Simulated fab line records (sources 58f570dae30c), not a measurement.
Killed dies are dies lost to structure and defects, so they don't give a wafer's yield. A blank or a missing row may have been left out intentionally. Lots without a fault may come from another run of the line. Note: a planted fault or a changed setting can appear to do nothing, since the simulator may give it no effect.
The tool behind it: which one? / flow berkeleyCmos170 / 39 wafers from 13 lots sampled at 5 of the route's 331 steps

== WHAT THE GAUGES READ, wafer by wafer ==
UCB170_NLDD_TW_MEAS_11. Usual: NLDD_TW typically reads 2212, with standard deviation 21.
lot=L867; measured=day 7 16:46; on=filmMetro-01; NLDD_TW=2186 2194 2180; flag=
lot=L869; measured=day 8 04:10; on=filmMetro-01; NLDD_TW=2209 2205 2208; flag=
lot=L870; measured=day 8 04:25; on=filmMetro-04; NLDD_TW=2234 2227 2255; flag=
lot=L873; measured=day 9 06:21; on=filmMetro-01; NLDD_TW=2101 2092 2100 2106 2103 2100; flag=OFF
lot=L879; measured=day 9 20:42; on=filmMetro-03; NLDD_TW=2212 2228 2236; flag=
lot=L880; measured=day 10 18:14; on=filmMetro-01; NLDD_TW=2191 2199 2198; flag=
lot=L881; measured=day 10 18:35; on=filmMetro-01; NLDD_TW=2204 2199 2201; flag=
lot=L883; measured=day 11 09:37; on=filmMetro-03; NLDD_TW=2224 2221 2215; flag=
lot=L884; measured=day 11 09:50; on=filmMetro-01; NLDD_TW=2190 2194 2179; flag=
lot=L886; measured=day 12 00:47; on=filmMetro-01; NLDD_TW=2183 2187 2186; flag=
lot=L888; measured=day 12 01:13; on=filmMetro-04; NLDD_TW=2237 2219 2237; flag=
lot=L887; measured=day 12 01:26; on=filmMetro-03; NLDD_TW=2223 2210 2216; flag=
lot=L889; measured=day 12 11:05; on=filmMetro-01; NLDD_TW=2199 2196 2196; flag=

UCB170_SDANNEAL_RS_MEAS_05: uses a four-point probe to measure. Usual: NLDD_RS typically reads 616.2 ohm/sq, with standard deviation 1.5.
lot=L867; measured=day 8 08:28; on=filmMetro-01; NLDD_RS (ohm/sq)=616.5 614.3 617.2; flag=
lot=L869; measured=day 8 18:50; on=filmMetro-04; NLDD_RS (ohm/sq)=616.3 616.6 616.7; flag=
lot=L870; measured=day 8 18:40; on=filmMetro-03; NLDD_RS (ohm/sq)=617.2 619.2 618.2; flag=
lot=L873; measured=day 9 22:56; on=filmMetro-04; NLDD_RS (ohm/sq)=535.8 537.7 536.3; flag=OFF
lot=L879; measured=day 10 08:11; on=filmMetro-03; NLDD_RS (ohm/sq)=616.0 615.9 617.8; flag=
lot=L880; measured=day 11 08:50; on=filmMetro-03; NLDD_RS (ohm/sq)=616.4 616.9 617.7; flag=
lot=L881; measured=day 11 07:56; on=filmMetro-04; NLDD_RS (ohm/sq)=617.4 616.7 617.7; flag=
lot=L883; measured=day 12 00:28; on=filmMetro-01; NLDD_RS (ohm/sq)=616.3 616.9 616.7; flag=
lot=L884; measured=day 12 00:15; on=filmMetro-04; NLDD_RS (ohm/sq)=615.5 617.1 616.1; flag=
lot=L886; measured=day 12 12:36; on=filmMetro-04; NLDD_RS (ohm/sq)=617.2 615.3 616.0; flag=
lot=L888; measured=day 12 12:53; on=filmMetro-01; NLDD_RS (ohm/sq)=616.2 615.2 616.0; flag=
lot=L887; measured=day 12 13:17; on=filmMetro-04; NLDD_RS (ohm/sq)=617.2 615.9 615.6; flag=
lot=L889; measured=day 13 01:05; on=filmMetro-04; NLDD_RS (ohm/sq)=613.3 615.3 612.5; flag=

UCB170_M1_CD_MEAS_90: target cd 700 nm. Usual: cdNm reads 700.6 nm (standard deviation 2).
lot=L867; measured=day 8 16:15; on=cdSem-01; cdNm (nm)=702.6 698.9 702.1; flag=
lot=L869; measured=day 9 02:05; on=cdSem-01; cdNm (nm)=699.0 696.4 698.7; flag=
lot=L870; measured=day 9 01:49; on=cdSem-02; cdNm (nm)=703.3 702.7 703.8; flag=
lot=L873; measured=day 10 06:43; on=cdSem-02; cdNm (nm)=701.7 701.9 698.8; flag=
lot=L879; measured=day 10 17:11; on=cdSem-01; cdNm (nm)=698.8 702.8 699.6; flag=
lot=L880; measured=day 11 17:58; on=cdSem-02; cdNm (nm)=702.5 700.6 701.9; flag=
lot=L881; measured=day 11 16:33; on=cdSem-01; cdNm (nm)=700.4 699.7 700.2; flag=
lot=L883; measured=day 12 10:43; on=cdSem-02; cdNm (nm)=700.9 698.0 700.3; flag=
lot=L884; measured=day 12 08:35; on=cdSem-01; cdNm (nm)=697.4 699.2 699.7; flag=
lot=L886; measured=day 12 22:35; on=cdSem-01; cdNm (nm)=698.7 698.6 700.9; flag=
lot=L888; measured=day 12 22:47; on=cdSem-01; cdNm (nm)=701.9 704.7 702.9; flag=
lot=L887; measured=day 12 22:51; on=cdSem-02; cdNm (nm)=700.7 701.8 702.9; flag=
lot=L889; measured=day 13 07:55; on=cdSem-01; cdNm (nm)=699.9 698.0 698.3; flag=

== TOOL THAT RAN EACH LOT (tool first, then ch and the chambers of the sampled wafers, then the start) ==
lot=L867; UCB170_NLDD_IMPLANT_09=implanter-03 ch 0, day 7 16:31; UCB170_M1_STRIP_13=plasmaAsher-04 ch 0,1, day 8 16:09
lot=L869; UCB170_NLDD_IMPLANT_09=implanter-02 ch 0, day 8 03:55; UCB170_M1_STRIP_13=plasmaAsher-01 ch 0,1, day 9 01:59
lot=L870; UCB170_NLDD_IMPLANT_09=implanter-01 ch 0, day 8 04:10; UCB170_M1_STRIP_13=plasmaAsher-04 ch 0,1, day 9 01:43
lot=L873; UCB170_NLDD_IMPLANT_09=implanter-02 ch 0, day 9 06:07; UCB170_M1_STRIP_13=plasmaAsher-01 ch 0,1, day 10 06:35
lot=L879; UCB170_NLDD_IMPLANT_09=implanter-01 ch 0, day 9 20:27; UCB170_M1_STRIP_13=plasmaAsher-03 ch 0,1, day 10 17:05
lot=L880; UCB170_NLDD_IMPLANT_09=implanter-01 ch 0, day 10 17:59; UCB170_M1_STRIP_13=plasmaAsher-04 ch 0,1, day 11 17:52
lot=L881; UCB170_NLDD_IMPLANT_09=implanter-03 ch 0, day 10 18:22; UCB170_M1_STRIP_13=plasmaAsher-04 ch 0,1, day 11 16:26
lot=L883; UCB170_NLDD_IMPLANT_09=implanter-03 ch 0, day 11 09:24; UCB170_M1_STRIP_13=plasmaAsher-01 ch 0,1, day 12 10:37
lot=L884; UCB170_NLDD_IMPLANT_09=implanter-01 ch 0, day 11 09:35; UCB170_M1_STRIP_13=plasmaAsher-03 ch 0,1, day 12 08:28
lot=L886; UCB170_NLDD_IMPLANT_09=implanter-03 ch 0, day 12 00:33; UCB170_M1_STRIP_13=plasmaAsher-04 ch 1, day 12 22:28
lot=L888; UCB170_NLDD_IMPLANT_09=implanter-02 ch 0, day 12 01:00; UCB170_M1_STRIP_13=plasmaAsher-01 ch 0,1, day 12 22:40
lot=L887; UCB170_NLDD_IMPLANT_09=implanter-03 ch 0, day 12 01:12; UCB170_M1_STRIP_13=plasmaAsher-03 ch 0,1, day 12 22:44
lot=L889; UCB170_NLDD_IMPLANT_09=implanter-02 ch 0, day 12 10:50; UCB170_M1_STRIP_13=plasmaAsher-03 ch 0,1, day 13 07:49
- UCB170_NLDD_IMPLANT_09
- UCB170_M1_STRIP_13: strips in O2.

== WHAT THE TOOLS THEMSELVES READ (means of the sampled wafers that have a number; where no wafer has one, the mark that the record gives instead) ==
UCB170_NLDD_IMPLANT_09. Usual: beamOnS 10.01 s, standard deviation 0.21; tiltDeg 7.001 degrees, standard deviation 0.021.
lot=L867; tool=implanter-03; beamOnS (s)=9.93; tiltDeg (degrees)=6.995; flag=
lot=L869; tool=implanter-02; beamOnS (s)=10.18; tiltDeg (degrees)=6.963; flag=
lot=L870; tool=implanter-01; beamOnS (s)=10.09; tiltDeg (degrees)=6.988; flag=
lot=L873; tool=implanter-02; beamOnS (s)=10.06; tiltDeg (degrees)=0.037; flag=OFF
lot=L879; tool=implanter-01; beamOnS (s)=10.07; tiltDeg (degrees)=6.986; flag=
lot=L880; tool=implanter-01; beamOnS (s)=9.98; tiltDeg (degrees)=6.992; flag=
lot=L881; tool=implanter-03; beamOnS (s)=10.00; tiltDeg (degrees)=7.019; flag=
lot=L883; tool=implanter-03; beamOnS (s)=10.04; tiltDeg (degrees)=7.006; flag=
lot=L884; tool=implanter-01; beamOnS (s)=9.97; tiltDeg (degrees)=6.995; flag=
lot=L886; tool=implanter-03; beamOnS (s)=10.06; tiltDeg (degrees)=6.983; flag=
lot=L888; tool=implanter-02; beamOnS (s)=9.96; tiltDeg (degrees)=6.993; flag=
lot=L887; tool=implanter-03; beamOnS (s)=10.09; tiltDeg (degrees)=6.997; flag=
lot=L889; tool=implanter-02; beamOnS (s)=10.13; tiltDeg (degrees)=6.998; flag=

UCB170_M1_STRIP_13. Usual: drypumpMotorCurrentA 5.9 A, standard deviation 0.63; o2FlowSccm 400.0 sccm, standard deviation 1.2; oesProductAu 0.720 a.u., standard deviation 0.0046.
lot=L867; tool=plasmaAsher-04; drypumpMotorCurrentA (A)=5.7; o2FlowSccm (sccm)=400.5; oesProductAu (a.u.)=0.718; flag=
lot=L869; tool=plasmaAsher-01; drypumpMotorCurrentA (A)=5.3; o2FlowSccm (sccm)=399.8; oesProductAu (a.u.)=0.717; flag=
lot=L870; tool=plasmaAsher-04; drypumpMotorCurrentA (A)=6.0; o2FlowSccm (sccm)=401.9; oesProductAu (a.u.)=0.717; flag=
lot=L873; tool=plasmaAsher-01; drypumpMotorCurrentA (A)=5.3; o2FlowSccm (sccm)=399.4; oesProductAu (a.u.)=0.717; flag=
lot=L879; tool=plasmaAsher-03; drypumpMotorCurrentA (A)=6.5; o2FlowSccm (sccm)=400.6; oesProductAu (a.u.)=0.723; flag=
lot=L880; tool=plasmaAsher-04; drypumpMotorCurrentA (A)=5.9; o2FlowSccm (sccm)=399.4; oesProductAu (a.u.)=0.721; flag=
lot=L881; tool=plasmaAsher-04; drypumpMotorCurrentA (A)=5.6; o2FlowSccm (sccm)=400.0; oesProductAu (a.u.)=0.727; flag=
lot=L883; tool=plasmaAsher-01; drypumpMotorCurrentA (A)=5.3; o2FlowSccm (sccm)=400.4; oesProductAu (a.u.)=0.720; flag=
lot=L884; tool=plasmaAsher-03; drypumpMotorCurrentA (A)=6.6; o2FlowSccm (sccm)=399.8; oesProductAu (a.u.)=0.714; flag=
lot=L886; tool=plasmaAsher-04; drypumpMotorCurrentA (A)=5.3; o2FlowSccm (sccm)=400.4; oesProductAu (a.u.)=0.717; flag=
lot=L888; tool=plasmaAsher-01; drypumpMotorCurrentA (A)=5.3; o2FlowSccm (sccm)=400.0; oesProductAu (a.u.)=0.719; flag=
lot=L887; tool=plasmaAsher-03; drypumpMotorCurrentA (A)=6.5; o2FlowSccm (sccm)=398.7; oesProductAu (a.u.)=0.718; flag=
lot=L889; tool=plasmaAsher-03; drypumpMotorCurrentA (A)=6.7; o2FlowSccm (sccm)=400.7; oesProductAu (a.u.)=0.727; flag=

== THE ANSWER, worked out from the rows above alone ==
Rule: a lot is off if the mean of its wafers that have a number lies more than 3 standard deviations from the usual mean. A lot without any number at a reading at which 4 lots or more have one is off too. All remaining lots with rows at the step are treated as sound. After the gauges, taken in route order, come the tools' own readings; for these a lot's mean is taken, as printed above. At the first step where some lot is off, the reading lying furthest off is the one used; lots without a number count as furthest.
Off: at UCB170_NLDD_TW_MEAS_11 (NLDD_TW), L873.
If a tool, at a process step before that reading, ran all the lots that are off and no sound lot after the first of them, it fits. Not tried: the gauges at UCB170_NLDD_TW_MEAS_11; whatever is off there is also off at UCB170_SDANNEAL_RS_MEAS_05, on other tools, and gauge error can't account for it. No candidate that was tried fits.

== WHAT THE SIMULATOR HAD INSERTED ==
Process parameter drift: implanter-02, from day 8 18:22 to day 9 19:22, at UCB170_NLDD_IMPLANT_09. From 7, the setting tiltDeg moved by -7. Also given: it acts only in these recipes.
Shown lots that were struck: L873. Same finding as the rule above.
